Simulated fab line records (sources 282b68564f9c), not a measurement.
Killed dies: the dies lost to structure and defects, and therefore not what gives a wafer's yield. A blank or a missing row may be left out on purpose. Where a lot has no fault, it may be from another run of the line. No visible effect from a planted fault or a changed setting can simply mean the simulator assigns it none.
Struck lot and sound lot, side by side :: flow ritCmos :: 14 out of 202 route steps
Sound: the wafers L559.1, L559.2, L559.5. The struck wafers were L567.2, L567.3, L567.4. The cause comes at the end.
For every step that has rows: the tool of each side, followed by ch and its chambers, followed by its first start. Under that, the readings that differ: sound wafers :: struck wafers :: difference of the means :: sigmas: that difference in standard deviations of wafers without a fault.
alike: a reading whose means differ by less than 2 such deviations, as well as words and numbers matching on both sides. not compared: withheld readings; readings where some wafer has no value; bounds like >300 that might hide an equal value; numbers whose values overlap and for which the record gives no deviation.
Wherever a step has rows on one side only, a row that says differs or no value, or a row with sigmas, the two part there. When numbers do not overlap yet have no deviation, they are printed without sigmas and do not part them. Lack of a reading on every wafer of one side parts them only where that side has two or more wafers.

first, 1 step without rows for these wafers: RIT_GATE_HARDBAKE_18 (time 60 s).
RIT_GATE_ETCH_19: etches poly-Si in SF6/CHF3/O2, stops on SiO2, time 165 s, target depth 312.5 nm.
  sound on rieSi-02 ch 0,2, day 4 03:42; struck on rieSi-01 ch 0,1,2, day 5 17:21
reading: CHF3_flow_sccm (sccm)
sound: 29.84 30.13 30.00
struck: 29.71 29.78 29.85
difference: -0.21
sigmas: -2
  alike: SF6_flow_sccm, chamberPressureMTorr, drypumpMotorCurrentA, oesProductAu, throttleValvePct
  not compared: rfHoursCounterH
RIT_GATE_STRIP_20: strips in O2, time 180 s.
  sound on plasmaAsher-04 ch 0,1, day 4 03:49; struck on plasmaAsher-03 ch 0,1, day 5 17:28
  alike: chamberPressureMTorr, drypumpMotorCurrentA
  not compared: rfHoursCounterH
RIT_GATE_CD_MEAS_90: target cd 150 nm.
  sound: cdSem-01 at day 4 03:59; struck: cdSem-02 at day 5 17:40
  alike: cdNm
then, 4 steps without rows for these wafers: RIT_REOX_CLEAN_00 (cleans in SC1, time 600 s); RIT_REOX_CLEAN_01 (cleans in dHF, time 30 s); RIT_REOX_CLEAN_02 (cleans in SC2, time 600 s); RIT_REOX_OXIDATION_03 (target thk 25.2 nm, ox time 5580 s).
RIT_REOX_THK_MEAS_04:
  sound: filmMetro-02 at day 4 11:34; struck: filmMetro-02 at day 5 21:07
  alike: REOX_OXIDE_THK
then, 3 steps without rows for these wafers: RIT_NLDD_HMDS_00 (prime time 60 s); RIT_NLDD_COAT_01 (resist thk 1000 nm); RIT_NLDD_SOFTBAKE_02 (time 60 s).
RIT_NLDD_EXPOSE_03: exposes mask M7, target cd 40700 nm.
  struck on ilineStepper-02, day 5 23:35; sound on ilineStepper-02 ch 0, day 4 12:19
  no value came back on the struck wafers for exposureDoseMJCm2, focusOffsetNm (nm); on the sound wafers exposureDoseMJCm2 reads 250.10 250.07 250.16
  alike: mask
then, 1 step without rows for these wafers: RIT_NLDD_PEB_04.

## WHERE THEY PART
Last at RIT_NLDD_EXPOSE_03 as far as this record goes, first at RIT_GATE_ETCH_19.

WHY: whatever the simulator had introduced
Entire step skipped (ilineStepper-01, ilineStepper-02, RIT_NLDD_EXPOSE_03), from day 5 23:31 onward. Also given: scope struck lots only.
